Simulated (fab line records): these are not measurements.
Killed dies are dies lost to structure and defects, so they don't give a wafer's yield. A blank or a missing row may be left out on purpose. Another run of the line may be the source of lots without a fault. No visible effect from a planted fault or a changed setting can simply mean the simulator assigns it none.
Problem report, 8D (eight disciplines) form, completed by code || flow berkeley_cmos170 || the parts of the form that need people (team, actions taken, sign-off) are left out

## 1. THE PROBLEM
Across 6 wafers from 2 lots, NSD_TW at UCB170_NSD_TW_MEAS_10 averages 4412, while fault-free wafers read 4174 with a standard deviation of 16. Relative to the usual mean, that is a shift of +15 standard deviations.
First observed at day 11 12:34: wafer L951.1, on film_metro-04. At this step, 42 wafers from 14 lots have a number in the record. By rule, "out" or "out of limits" means more than 4 standard deviations away from the usual mean. The rest of the wafers with a number are treated as sound.

## 2. WHAT THIS IS AND IS NOT
{"question": "which readings at this step", "is": "NSD_TW", "is not": "-"}
{"question": "which lots", "is": "L950, L951", "is not": "L934, L937, L938, L939, L941, L942, L943, L952, L954, L955, L956, L957"}
{"question": "which wafers of those lots", "is": "all that have a number", "is not": "-"}
{"question": "read on which gauges", "is": "film_metro-03, film_metro-04", "is not": "film_metro-01"}
{"question": "when", "is": "from day 11 12:34", "is not": "up to then (21 sound wafers); but 15 sound wafers of L952, L954, L955, L956, L957 came after"}

## 3. WHAT RULES OUT EACH SUSPECT
Counting: a tool at a process step up to the reading stays a suspect if it ran every lot that is out and no sound lot after the first of them.
- the gauge at UCB170_NSD_TW_MEAS_10: ruled out. The wafers that are out were read on 2 gauges (film_metro-03, film_metro-04).
- implanter-03 at UCB170_NSD_IMPLANT_08: kept. All lots that are out passed through it, beginning with L951 at day 11 12:19, and no sound lot followed; its final sound lot before that point was L942 at day 9 13:52. Out on those wafers are its own readings of beam_energy_keV.
Remaining after the count: implanter-03 at UCB170_NSD_IMPLANT_08.

## 4. THE CAUSE (what the simulator had put in)
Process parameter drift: implanter-03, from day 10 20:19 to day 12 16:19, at UCB170_NSD_IMPLANT_08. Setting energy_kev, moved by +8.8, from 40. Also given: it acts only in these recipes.
Only this tool survived the counting.

## 5. THE EFFECT CHAIN, in route order
One row per reading whose mean, taken over the struck wafers that have a number, lies over 3 standard deviations from the usual. Readings are gone through only where the record gives a usual standard deviation; hours: the median, over the lots, of the time from a lot's start at the first step in this table giving one to that lot's start at this step; sigmas: the change measured in usual standard deviations.
{"hours": 0, "step": "UCB170_NSD_IMPLANT_08", "reading": "beam_energy_keV", "usual": 40.000, "on struck wafers": 48.799, "change": "+8.799", "sigmas": "+99 or more"}
{"hours": 0, "step": "UCB170_NSD_STRIP_09", "reading": "oes_product_au", "usual": "0.534 a.u.", "on struck wafers": 0.510, "change": -0.024, "sigmas": -5.5}
{"hours": 0, "step": "UCB170_NSD_STRIP_09", "reading": "strip_time_to_endpoint_s", "usual": "35.85 s", "on struck wafers": 39.01, "change": "+3.16", "sigmas": "+42"}
{"hours": 0, "step": "UCB170_NSD_TW_MEAS_10", "reading": "NSD_TW", "usual": 4174, "on struck wafers": 4412, "change": "+238", "sigmas": "+15"}
{"hours": 2, "step": "UCB170_SDANNEAL_RS_MEAS_03", "reading": "NSD_RS", "usual": "37.26 ohm/sq", "on struck wafers": 35.07, "change": -2.19, "sigmas": -26}
Process steps it contains:
- UCB170_NSD_IMPLANT_08
- UCB170_NSD_STRIP_09: strips in O2.
Later measuring or inspecting steps at which every struck wafer that the step has a row for has a number for every such reading, and none has moved that far: UCB170_V2_CD_MEAS_90.

## 6. HOW IT WOULD HAVE BEEN CAUGHT EARLIER
The first out-of-limits reading at a measuring or inspecting step in this record came at day 11 12:34, 16 hours after the fault's start at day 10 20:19.
At UCB170_NSD_IMPLANT_08, the tool's own readings (beam_energy_keV) were out on each struck wafer the step has a row for, so an alarm limit on them would have fired on the first such wafer.
Lots out: 2; of these, L950 started UCB170_NSD_IMPLANT_08 on implanter-03 after day 11 12:34. Holding the tool at that time would have saved it.
